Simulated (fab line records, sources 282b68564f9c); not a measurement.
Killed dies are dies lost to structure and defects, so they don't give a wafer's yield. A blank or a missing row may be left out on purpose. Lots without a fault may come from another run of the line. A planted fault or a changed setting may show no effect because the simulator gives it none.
Which tool did it? | flow rit_cmos | 14 lots, 42 wafers sampled, at 1 step of a route of 202

WHAT THE GAUGES READ, wafer by wafer
The record holds no reading of a measuring or inspecting step that can be judged against a usual standard deviation.

WHICH TOOL RAN EACH LOT (tool, then ch and the chambers of the sampled wafers, then the start)
lot  | RIT_GATE_EXPOSE_13
L273 | iline_stepper-02 ch 0, day 2 15:10
L275 | iline_stepper-02 ch 0, day 3 02:55
L276 | iline_stepper-02 ch 0, day 3 08:54
L277 | iline_stepper-02 ch 0, day 3 19:29
L279 | iline_stepper-02 ch 0, day 3 20:40
L280 | iline_stepper-02 ch 0, day 4 05:35
L281 | iline_stepper-01 ch 0, day 4 09:46
L282 | iline_stepper-01 ch 0, day 4 17:18
L284 | iline_stepper-01 ch 0, day 5 00:22
L285 | iline_stepper-02, day 5 05:34
L286 | iline_stepper-01, day 5 07:11
L293 | iline_stepper-01 ch 0, day 6 20:19
L294 | iline_stepper-02 ch 0, day 7 00:37
L296 | iline_stepper-02 ch 0, day 7 09:34
- RIT_GATE_EXPOSE_13: exposes mask M6, target cd 150 nm.

WHAT THE TOOLS THEMSELVES READ (means of the sampled wafers that have a number; where no wafer has one, the mark that the record gives instead)
RIT_GATE_EXPOSE_13. Usual: exposure_dose_mJ_cm2 379.9, standard deviation 0.36; focus_offset_nm 0.1 nm, standard deviation 0.48.
lot  | tool             | exposure_dose_mJ_cm2 | focus_offset_nm (nm) | flag
L273 | iline_stepper-02 | 380.0                | 0.1                  |
L275 | iline_stepper-02 | 380.0                | 0.4                  |
L276 | iline_stepper-02 | 380.0                | -0.3                 |
L277 | iline_stepper-02 | 380.2                | 0.6                  |
L279 | iline_stepper-02 | 379.7                | -0.3                 |
L280 | iline_stepper-02 | 379.5                | 0.8                  |
L281 | iline_stepper-01 | 380.1                | -0.4                 |
L282 | iline_stepper-01 | 379.7                | -0.5                 |
L284 | iline_stepper-01 | 380.1                | 0.4                  |
L285 | iline_stepper-02 | -                    | -                    | OFF
L286 | iline_stepper-01 | -                    | -                    | OFF
L293 | iline_stepper-01 | 380.4                | -0.5                 |
L294 | iline_stepper-02 | 379.8                | 0.4                  |
L296 | iline_stepper-02 | 380.0                | 0.1                  |

THE ANSWER, worked out from the rows above alone
Rule: a lot is off if the mean of its wafers that have a number lies more than 3 standard deviations from the usual mean. A lot without any number at a reading at which 4 lots or more have one is off too. The other lots that the step has rows for count as sound. The gauges are gone through in route order, then the tools' own readings, and for those a lot's mean is taken as printed above. The first step at which some lot is off is used, and at that step the reading that is off furthest; a lot without a number counts as furthest.
Off: L285, L286, at RIT_GATE_EXPOSE_13 (exposure_dose_mJ_cm2). Without a number there: L285, L286.
A tool fits if, at that step or a process step before it, it ran every lot that is off, and no sound lot after the first of them. None of those tried fits.

WHAT THE SIMULATOR HAD PUT IN
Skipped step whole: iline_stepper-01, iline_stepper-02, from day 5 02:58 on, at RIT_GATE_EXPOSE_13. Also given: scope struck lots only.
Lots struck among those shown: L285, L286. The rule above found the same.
